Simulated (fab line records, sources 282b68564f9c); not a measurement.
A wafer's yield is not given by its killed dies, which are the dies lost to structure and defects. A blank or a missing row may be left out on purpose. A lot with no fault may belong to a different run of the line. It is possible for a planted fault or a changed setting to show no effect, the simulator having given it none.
A lot that was struck, set against a sound lot / flow ritCmos / 15 out of 202 route steps
Sound: these wafers, L939.1, L939.3, L939.5. Struck: wafers L948.1, L948.4, L948.6. The cause is given at the end.
Order at every step that has rows: each side's tool, ch and its chambers, its first start. Under that, the readings that differ: sound wafers / struck wafers / difference of the means / sigmas: that difference in standard deviations of wafers without a fault.
alike: words and numbers the same on both sides, and readings whose means are apart by under 2 such deviations; not compared: readings that were withheld, readings missing a value for some wafer, numbers with overlapping values and no deviation given by the record, and bounds like >300 which may hide the same value.
The two part at a step that has a row with sigmas, a row that says differs or no value, or rows on one side only. Non-overlapping numbers with no deviation appear without sigmas and do not part them. Lack of a reading on every wafer of one side parts them only where that side has two or more wafers.

RIT_CONTACT_OVL_MEAS_09:
  sound on overlay-02 at day 4 06:54; struck on overlay-01 at day 5 23:28
  alike: CONTACT_OVL
then, 1 step without rows for these wafers: RIT_CONTACT_HARDBAKE_10 (time 60 s).
RIT_CONTACT_ETCH_11: etches SiO2 in CHF3/CF4/Ar, stops on TiSi2, target depth 480 nm, time 320 s.
  sound on rieDiel-02 ch 0,1, day 4 07:05; struck on rieDiel-04 ch 0,1,2, day 5 23:40
  alike: drypumpMotorCurrentA, oesProductAu, throttleValvePct
  not compared: rfHoursCounterH
RIT_CONTACT_STRIP_12: strips in O2, time 180 s.
  sound on plasmaAsher-01 ch 0,1, day 4 07:17; struck on plasmaAsher-04 ch 0,1, day 5 23:51
  alike: drypumpMotorCurrentA
  not compared: rfHoursCounterH
RIT_CONTACT_CD_MEAS_90: target cd 1000 nm.
  sound on cdSem-01 at day 4 07:28; struck on cdSem-01 at day 6 00:02
  alike: cdNm
then, 2 steps without rows for these wafers: RIT_CONTACT_CLEAN_13 (cleans in SC1, time 600 s); RIT_CONTACT_CLEAN_14 (cleans in SC2, time 600 s).
RIT_M1_SPUTTER_00: material Al, target thk 400 nm, time 500 s.
  sound on pvdSputter-02 at day 4 07:56; struck on pvdSputter-04 at day 6 00:31
  alike: throttleValvePct
RIT_M1_RS_MEAS_01: the measuring method here is four-point-probe.
  sound on filmMetro-02 at day 4 08:13; struck on filmMetro-02 at day 6 00:49
  alike: M1_AL_RS
RIT_M1_THK_MEAS_02: measures by xrf.
  sound on filmMetro-02 at day 4 08:20; struck on filmMetro-02 at day 6 00:56
  alike: M1_AL_THK
then, 2 steps without rows for these wafers: RIT_M1_HMDS_03 (prime time 60 s); RIT_M1_COAT_04 (resist thk 1280 nm).
RIT_M1_SOFTBAKE_05: time 60 s.
  sound on lithoTrack-04 ch 0, day 4 08:42; struck on lithoTrack-01 ch 0, day 6 01:17
reading=heaterPowerTotalW (W); sound=34.45 34.65 34.52; struck=35.33 35.43 35.38; difference=+0.84; sigmas=+16
reading=plateTempC (C); sound=89.96 90.09 89.89; struck=91.48 91.56 91.52; difference=+1.54; sigmas=+14
then, 1 step without rows for these wafers: RIT_M1_EXPOSE_06 (exposes mask M12, target cd 2600 nm).
RIT_M1_PROBE_99:
  sound on prober-01 at day 4 11:56; struck on prober-01 at day 6 04:43
reading=sort_bin_5_function (%); sound=3.0 3.4 1.1; struck=0 1.5 1.1; difference=-2; sigmas=-2
  alike: defectLimitedYield, killedAtContacts, killedAtFrontEnd, killedDies, killedOpen, killedShort, sort_bin_3_pad_short, sort_bin_6_memory, sortNPass, sortYieldPct

== WHERE THEY PART ==
First at RIT_M1_SOFTBAKE_05; last, within this record, at RIT_M1_PROBE_99.

WHY: whatever the simulator had introduced
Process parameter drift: lithoTrack-01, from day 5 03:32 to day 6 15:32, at RIT_M1_SOFTBAKE_05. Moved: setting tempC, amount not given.
